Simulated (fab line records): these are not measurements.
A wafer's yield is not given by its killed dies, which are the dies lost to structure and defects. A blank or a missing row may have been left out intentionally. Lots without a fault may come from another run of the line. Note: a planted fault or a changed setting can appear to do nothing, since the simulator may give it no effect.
A single fault, viewed from 2 desks | flow berkeleyCmos170 | what lay behind the numbers comes last; until then each desk has only its own

FROM THE METROLOGY DESK
What the gauges read, lot by lot, whatever tool the lot ran on: means of the sampled wafers that have a number. Marked OUT: a lot whose mean sits more than 4 standard deviations from the usual mean, which makes it out of limits; the brackets give that distance.
Columns: A = M1_AL_RS at UCB170_M1_RS_MEAS_01, usual 0.0482 ohm/sq; B = M1_AL_THK at UCB170_M1_THK_MEAS_02, usual 606 nm; C = cdNm at UCB170_M1_CD_MEAS_09, usual 700.2 nm; D = M1_OVL at UCB170_M1_OVL_MEAS_10, usual 0 nm
lot  | first seen here | A      | B   | C     | D
L643 | day 9 22:13     | 0.0478 | 611 | 699.4 | 6
L645 | day 10 14:07    | 0.0478 | 617 | 699.5 | -3
L646 | day 10 18:43    | 0.0481 | 606 | 701.6 | 9
L649 | day 11 11:52    | 0.0482 | 607 | 699.9 | 0
L657 | day 12 23:28    | 0.0475 | 615 | 701.3 | -8
Finding of this desk: none of the 5 lots has anything out of limits.

THE TOOL OWNER'S DESK: rieMetal-02
The tool's own readings at UCB170_M1_METAL_ETCH_12 (etches Al in Cl2/BCl3, stops on PSG, target depth 780 nm, time 130 s): means of the sampled wafers that have a number, for each lot that ran on this tool. Marked OUT: a lot whose mean sits more than 4 standard deviations from the usual mean, which makes it out of limits; the brackets give that distance.
Columns: A = drypumpMotorCurrentA at UCB170_M1_METAL_ETCH_12, usual 5.8 A; B = mfcCl2Sccm at UCB170_M1_METAL_ETCH_12, usual 90.02 sccm; C = oesProductAu at UCB170_M1_METAL_ETCH_12, usual 0.855 a.u.; D = runLengthS at UCB170_M1_METAL_ETCH_12, usual 158.1 s; E = throttleValvePct at UCB170_M1_METAL_ETCH_12, usual 24.35 %
lot  | first seen here | A   | B     | C                | D               | E
L643 | day 9 23:26     | 5.9 | 89.84 | 0.856            | 157.9           | 24.34
L645 | day 10 15:42    | 5.0 | 90.02 | 0.876            | 158.6           | 24.07
L649 | day 11 13:13    | 5.6 | 89.83 | 0.946 (+7.0) OUT | 143.8 (-38) OUT | 24.31
This desk's verdict: out of limits on L649, starting with L649 at day 11 13:13 (oesProductAu at UCB170_M1_METAL_ETCH_12). In limits: L643, L645.

PUT TOGETHER
An alarm could have come from the tool owner's desk at day 11 13:13, on L649.
At the metrology desk, nothing out of limits was observed.
The metrology desk has L649 on record, within its limits.
Every lot named ran UCB170_M1_METAL_ETCH_12 on rieMetal-02.

WHAT THE SIMULATOR PUT IN
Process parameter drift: rieMetal-02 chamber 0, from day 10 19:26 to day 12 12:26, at UCB170_M1_METAL_ETCH_12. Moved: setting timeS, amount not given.
Lots struck among those shown: L649.
Hours from the fault's start to each desk's first reading out of limits: the tool owner's desk, 18.
